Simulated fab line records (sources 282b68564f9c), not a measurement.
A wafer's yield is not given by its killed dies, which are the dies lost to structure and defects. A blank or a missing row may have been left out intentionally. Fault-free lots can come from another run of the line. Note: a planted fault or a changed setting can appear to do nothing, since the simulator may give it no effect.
Comparing a struck lot with a sound one -- flow rit_cmos -- 20 out of 202 route steps
Sound: these wafers, L196.1, L196.4, L196.5. Struck: wafers L198.2, L198.3, L198.6. The cause is named last.
Each step with rows lists, per side, the tool, then ch with its chambers, then its first start. Under that, the readings that differ: sound wafers -- struck wafers -- difference of the means -- sigmas: that difference in standard deviations of wafers without a fault.
alike: readings whose means differ by less than 2 such deviations, and words and numbers that are the same on both sides. not compared: withheld readings, readings that some wafer has no value for, bounds like >300 that may hide the same value, and numbers for which the record gives no deviation and whose values overlap.
Wherever a step has rows on one side only, a row that says differs or no value, or a row with sigmas, the two part there. Numbers that don't overlap but have no deviation are shown without sigmas and don't part them. A reading missing from all wafers of one side parts the sides only when that side holds two or more wafers.

first, 2 steps without rows for these wafers: RIT_NWELL_HARDBAKE_07 (time 120 s); RIT_NWELL_IMPLANT_08.
RIT_NWELL_STRIP_09: strips in O2, time 180 s.
  sound on plasma_asher-04 ch 0, day 4 20:02; struck on plasma_asher-04 ch 0,1, day 5 06:37
  alike: drypump_motor_current_A
  not compared: rf_hours_counter_h
RIT_NWELL_TW_MEAS_10:
  sound on film_metro-03, day 4 20:12; struck on film_metro-02, day 5 06:49
  alike: NWELL_TW
then, 6 steps without rows for these wafers: RIT_PWELL_HMDS_00 (prime time 60 s); RIT_PWELL_COAT_01 (resist thk 1300 nm); RIT_PWELL_SOFTBAKE_02 (time 60 s); RIT_PWELL_EXPOSE_03 (exposes mask M3, target cd 43700 nm); RIT_PWELL_PEB_04; RIT_PWELL_DEVELOP_05 (develop time 68 s).
RIT_PWELL_OVL_MEAS_06:
  sound on overlay-01, day 4 21:20; struck on overlay-02, day 5 07:52
  alike: PWELL_OVL
then, 1 step without rows for these wafers: RIT_PWELL_HARDBAKE_07 (time 120 s).
RIT_PWELL_IMPLANT_08:
  sound on implanter-03 ch 0, day 4 21:37; struck on implanter-01 ch 0, day 5 08:29
RIT_PWELL_STRIP_09: strips in O2, time 180 s.
  sound on plasma_asher-02 ch 0,1, day 4 21:46; struck on plasma_asher-02 ch 0,1, day 5 08:37
  alike: drypump_motor_current_A
  not compared: rf_hours_counter_h
RIT_PWELL_TW_MEAS_10:
  sound on film_metro-02, day 4 21:56; struck on film_metro-03, day 5 08:48
reading,sound,struck,difference,sigmas
PWELL_TW,954 957 955,1187 1190 1188,+233,+25
then, 1 step without rows for these wafers: RIT_WELLDRIVE_ANNEAL_00 (time 14700 s).
RIT_WELLDRIVE_RS_MEAS_01: the measuring method here is four-point-probe.
  sound on film_metro-03, day 5 03:15; struck on film_metro-02, day 5 13:59
  alike: NWELL_RS
RIT_WELLDRIVE_RS_MEAS_02: the measuring method here is four-point-probe.
  sound on film_metro-03, day 5 03:22; struck on film_metro-02, day 5 14:06
reading,sound,struck,difference,sigmas
PWELL_RS (ohm/sq),425.6 425.2 424.3,278.6 278.9 279.2,-146.1,-99 or more
then, 1 step without rows for these wafers: RIT_NRETRO_HMDS_00 (prime time 60 s).
RIT_M1_PROBE_99:
  the record has rows for the struck wafers here (prober-02, day 6 18:35) and none for the sound ones

WHERE THEY PART
Earliest at RIT_PWELL_TW_MEAS_10; latest, in this record, at RIT_M1_PROBE_99.

WHY: what the simulator had put in
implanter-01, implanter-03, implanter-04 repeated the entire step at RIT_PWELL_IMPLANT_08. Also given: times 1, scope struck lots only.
